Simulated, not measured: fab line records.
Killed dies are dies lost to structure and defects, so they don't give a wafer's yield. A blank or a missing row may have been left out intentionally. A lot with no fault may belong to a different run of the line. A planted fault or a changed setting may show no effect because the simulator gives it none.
Matching of chambers || flow berkeley_cmos170 || rie_diel-02 running UCB170_ACTIVE_ETCH_15: 4 sister chambers
The step etches Si3N4 in CH3F/Ar/O2, stops on SiO2, target depth 242 nm, time 151 s. 7 wafers are shown with their chamber, then 7 later ones without.

EACH WAFER AND ITS CHAMBER
{"wafer": "L281.4", "chamber": 2, "drypump_motor_current_A (A)": 6.2, "throttle_valve_pct (%)": 8.03}
{"wafer": "L284.6", "chamber": 1, "drypump_motor_current_A (A)": 5.3, "throttle_valve_pct (%)": 8.08}
{"wafer": "L289.1", "chamber": 0, "drypump_motor_current_A (A)": 5.9, "throttle_valve_pct (%)": 8.12}
{"wafer": "L289.4", "chamber": 3, "drypump_motor_current_A (A)": 6.1, "throttle_valve_pct (%)": 8.26}
{"wafer": "L289.6", "chamber": 3, "drypump_motor_current_A (A)": 6.1, "throttle_valve_pct (%)": 8.25}
{"wafer": "L291.1", "chamber": 0, "drypump_motor_current_A (A)": 5.8, "throttle_valve_pct (%)": 8.11}
{"wafer": "L291.5", "chamber": 1, "drypump_motor_current_A (A)": 5.4, "throttle_valve_pct (%)": 8.08}

WAFERS WHOSE CHAMBER IS MISSING
{"wafer": "L291.6", "drypump_motor_current_A (A)": 5.8, "throttle_valve_pct (%)": 8.12}
{"wafer": "L298.1", "drypump_motor_current_A (A)": 6.1, "throttle_valve_pct (%)": 8.25}
{"wafer": "L298.3", "drypump_motor_current_A (A)": 5.8, "throttle_valve_pct (%)": 8.12}
{"wafer": "L298.6", "drypump_motor_current_A (A)": 5.3, "throttle_valve_pct (%)": 8.07}
{"wafer": "L299.2", "drypump_motor_current_A (A)": 6.2, "throttle_valve_pct (%)": 8.01}
{"wafer": "L299.4", "drypump_motor_current_A (A)": 5.4, "throttle_valve_pct (%)": 8.06}
{"wafer": "L299.5", "drypump_motor_current_A (A)": 6.2, "throttle_valve_pct (%)": 8.02}

WHICH CHAMBER EACH ONE RAN IN
{"wafer": "L291.6", "from the rows above": 0, "in truth": 0}
{"wafer": "L298.1", "from the rows above": 3, "in truth": 3}
{"wafer": "L298.3", "from the rows above": 0, "in truth": 0}
{"wafer": "L298.6", "from the rows above": 1, "in truth": 1}
{"wafer": "L299.2", "from the rows above": 2, "in truth": 2}
{"wafer": "L299.4", "from the rows above": 1, "in truth": 1}
{"wafer": "L299.5", "from the rows above": 2, "in truth": 2}
Correctly placed: 7 of 7. Number that these rows cannot place: 0. Wrongly placed: 0.
How it was worked out, from the rows above alone: a wafer's distance from a chamber is the root of the sum, over the readings, of the square of ((its reading less the chamber's mean) divided by the reading's scatter). If the next closest chamber is less than 2 further off than the closest, the wafer can't be placed; otherwise it belongs to the closest. A chamber's mean is the mean of its shown wafers. The scatter: the root of (the sum of the squares of (reading less its chamber's mean) over the shown wafers, divided by (wafers less chambers)).
